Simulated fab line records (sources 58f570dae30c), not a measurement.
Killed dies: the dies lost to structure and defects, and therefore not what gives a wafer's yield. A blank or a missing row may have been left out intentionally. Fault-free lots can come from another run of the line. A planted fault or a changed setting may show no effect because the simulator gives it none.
Check of tool commonality :: flow berkeley_cmos170 :: Lots sampled 16, wafers sampled 48

THE REASON FOR OPENING IT
4 of 16 lots carry a flag on the reading NLDD_OVL at UCB170_NLDD_OVL_MEAS_07. Wafers without a fault read -4 nm, standard deviation 6.
Rule: a lot is flagged in two cases, either no wafer of it has a number, or all its wafers with numbers fall more than 4 standard deviations from that mean. The rest of the lots are taken to be sound.

lot: L928
measured: day 7 01:40
on: overlay-01
NLDD_OVL (nm), wafer by wafer: -7 -9 -11
flag: 

lot: L930
measured: day 7 02:01
on: overlay-02
NLDD_OVL (nm), wafer by wafer: 3 7 -2
flag: 

lot: L929
measured: day 7 02:09
on: overlay-01
NLDD_OVL (nm), wafer by wafer: -7 -4 3
flag: 

lot: L934
measured: day 8 02:10
on: overlay-02
NLDD_OVL (nm), wafer by wafer: -7 -4 -5
flag: 

lot: L931
measured: day 8 02:25
on: overlay-01
NLDD_OVL (nm), wafer by wafer: -7 -2 -5
flag: 

lot: L935
measured: day 8 19:10
on: overlay-02
NLDD_OVL (nm), wafer by wafer: -11 -10 -2
flag: 

lot: L937
measured: day 8 19:11
on: overlay-01
NLDD_OVL (nm), wafer by wafer: -11 -3 -9
flag: 

lot: L938
measured: day 9 02:20
on: overlay-02
NLDD_OVL (nm), wafer by wafer: -13 -11 -15
flag: 

lot: L940
measured: day 9 19:18
on: overlay-01
NLDD_OVL (nm), wafer by wafer: 169 168 172
flag: FLAGGED

lot: L939
measured: day 9 19:33
on: overlay-02
NLDD_OVL (nm), wafer by wafer: 3 -3 -7
flag: 

lot: L941
measured: day 9 19:53
on: overlay-01
NLDD_OVL (nm), wafer by wafer: 162 174 171
flag: FLAGGED

lot: L942
measured: day 10 09:13
on: overlay-01
NLDD_OVL (nm), wafer by wafer: 182 171 177
flag: FLAGGED

lot: L943
measured: day 10 09:27
on: overlay-02
NLDD_OVL (nm), wafer by wafer: 0 -8 1
flag: 

lot: L945
measured: day 10 18:24
on: overlay-02
NLDD_OVL (nm), wafer by wafer: 175 172 176
flag: FLAGGED

lot: L944
measured: day 11 07:26
on: overlay-02
NLDD_OVL (nm), wafer by wafer: -8 6 0
flag: 

lot: L948
measured: day 11 08:00
on: overlay-01
NLDD_OVL (nm), wafer by wafer: -8 -7 1
flag: 
Average over the flagged lots: 172 nm; offset from the usual +176 nm, equal to +29 standard deviations.

LOT BY LOT: THE TOOL USED
The record holds 1 process step before the reading, out of a route of 331 steps. Read each cell as the tool, then ch plus the chambers that the sampled wafers visited, then the start.
lot: L928
flag: 
UCB170_NLDD_EXPOSE_03: krf_scanner-01 ch 0, day 7 00:43

lot: L930
flag: 
UCB170_NLDD_EXPOSE_03: krf_scanner-02 ch 0, day 7 01:02

lot: L929
flag: 
UCB170_NLDD_EXPOSE_03: krf_scanner-01 ch 0, day 7 01:19

lot: L934
flag: 
UCB170_NLDD_EXPOSE_03: krf_scanner-02 ch 0, day 8 01:14

lot: L931
flag: 
UCB170_NLDD_EXPOSE_03: krf_scanner-02 ch 0, day 8 01:35

lot: L935
flag: 
UCB170_NLDD_EXPOSE_03: krf_scanner-01 ch 0, day 8 17:55

lot: L937
flag: 
UCB170_NLDD_EXPOSE_03: krf_scanner-02 ch 0, day 8 18:10

lot: L938
flag: 
UCB170_NLDD_EXPOSE_03: krf_scanner-01 ch 0, day 9 01:52

lot: L940
flag: FLAGGED
UCB170_NLDD_EXPOSE_03: krf_scanner-01 ch 0, day 9 18:49

lot: L939
flag: 
UCB170_NLDD_EXPOSE_03: krf_scanner-02 ch 0, day 9 19:03

lot: L941
flag: FLAGGED
UCB170_NLDD_EXPOSE_03: krf_scanner-01 ch 0, day 9 19:23

lot: L942
flag: FLAGGED
UCB170_NLDD_EXPOSE_03: krf_scanner-01 ch 0, day 10 08:23

lot: L943
flag: 
UCB170_NLDD_EXPOSE_03: krf_scanner-02 ch 0, day 10 08:55

lot: L945
flag: FLAGGED
UCB170_NLDD_EXPOSE_03: krf_scanner-01 ch 0, day 10 17:53

lot: L944
flag: 
UCB170_NLDD_EXPOSE_03: krf_scanner-02 ch 0, day 11 06:56

lot: L948
flag: 
UCB170_NLDD_EXPOSE_03: krf_scanner-02 ch 0, day 11 07:27
What the steps here do:
- UCB170_NLDD_EXPOSE_03: exposes mask NSELECT, target cd 1200 nm.
- UCB170_NLDD_OVL_MEAS_07

FLAGGED AGAINST TOTAL, ONE TOOL AT A TIME (gauges that did the reading follow at the end)
step: UCB170_NLDD_EXPOSE_03
tool: krf_scanner-01
lots run: 8
flagged: 4
share of the flagged lots: all
sound lots run after its first flagged lot: 0

step: UCB170_NLDD_EXPOSE_03
tool: krf_scanner-02
lots run: 8
flagged: 0
share of the flagged lots: none
sound lots run after its first flagged lot: -

step: UCB170_NLDD_OVL_MEAS_07
tool: overlay-01
lots run: 8
flagged: 3
share of the flagged lots: some
sound lots run after its first flagged lot: 1 (L948)

step: UCB170_NLDD_OVL_MEAS_07
tool: overlay-02
lots run: 8
flagged: 1
share of the flagged lots: some
sound lots run after its first flagged lot: 1 (L944)

THE TABLE: WHAT IT ALLOWS
In the table, 1 row covers all flagged lots: krf_scanner-01 at UCB170_NLDD_EXPOSE_03.
- krf_scanner-01 at UCB170_NLDD_EXPOSE_03 ran 8 lots, 4 of them flagged. Last sound lot L938 at day 9 01:52, first flagged lot L940 at day 9 18:49; a fault beginning in between fits.
krf_scanner-01 at UCB170_NLDD_EXPOSE_03 is the single tool remaining.

WHAT THE SIMULATOR HAD INSERTED
Scanner matching overlay: krf_scanner-01, from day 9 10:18 on, at UCB170_NLDD_EXPOSE_03. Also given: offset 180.
Struck lots among those shown: L940, L941, L942, L945. This agrees with what the rule above found.
